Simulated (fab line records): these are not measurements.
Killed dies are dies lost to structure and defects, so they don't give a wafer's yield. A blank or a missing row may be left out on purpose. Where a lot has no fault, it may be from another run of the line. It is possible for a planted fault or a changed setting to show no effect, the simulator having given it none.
Which tool is to blame? :: flow berkeley_cmos170 :: Sampling: 7 lots, 21 wafers, 2 of 331 route steps

WHAT THE GAUGES SHOWED, per wafer
UCB170_CONTACT_OVL_MEAS_16.
lot: L799
measured: day 7 10:10
on: overlay-02
CONTACT_OVL (nm): -1 4 -3

lot: L804
measured: day 8 05:03
on: overlay-02
CONTACT_OVL (nm): 0 -3 4

lot: L812
measured: day 10 02:25
on: overlay-01
CONTACT_OVL (nm): 3 -5 10

lot: L815
measured: day 10 12:53
on: overlay-01
CONTACT_OVL (nm): -7 -2 -4

lot: L816
measured: day 10 16:51
on: overlay-01
CONTACT_OVL (nm): 9 14 5

lot: L820
measured: day 11 14:46
on: overlay-02
CONTACT_OVL (nm): -5 0 -6

lot: L819
measured: day 11 16:28
on: overlay-02
CONTACT_OVL (nm): 5 9 12

WHICH TOOL RAN EACH LOT (tool, then ch and the chambers of the sampled wafers, then the start)
lot: L799
UCB170_CONTACT_STRIP_06: plasma_asher-04 ch 0,1, day 7 08:46

lot: L804
UCB170_CONTACT_STRIP_06: plasma_asher-01 ch 0,1, day 8 03:41

lot: L812
UCB170_CONTACT_STRIP_06: plasma_asher-01 ch 0,1, day 10 00:20

lot: L815
UCB170_CONTACT_STRIP_06: plasma_asher-04 ch 0,1, day 10 09:50

lot: L816
UCB170_CONTACT_STRIP_06: plasma_asher-04 ch 0,1, day 10 15:22

lot: L820
UCB170_CONTACT_STRIP_06: plasma_asher-03 ch 0, day 11 13:21

lot: L819
UCB170_CONTACT_STRIP_06: plasma_asher-03 ch 0,1, day 11 15:10
- UCB170_CONTACT_STRIP_06: strips in O2.

THE ANSWER, worked out from the rows above alone
Rule: the usual values come from the lots themselves. The widest of any qualifying gaps counts: lots, ordered by their means at a reading, are off when they make up no more than a third of the lots, leave a main group of 4 or more, and stand apart from it by 3 or more times the standard deviation of that group's means. Not used: any main group whose means are identical at the precision the tables above print for the reading. Also off: a lot with no number at a reading for which 4 or more lots have one. Where the step has rows for the other lots, those lots are counted as sound.
Nothing can be told from this: no lot is off at any reading shown.

WHAT THE SIMULATOR PUT IN
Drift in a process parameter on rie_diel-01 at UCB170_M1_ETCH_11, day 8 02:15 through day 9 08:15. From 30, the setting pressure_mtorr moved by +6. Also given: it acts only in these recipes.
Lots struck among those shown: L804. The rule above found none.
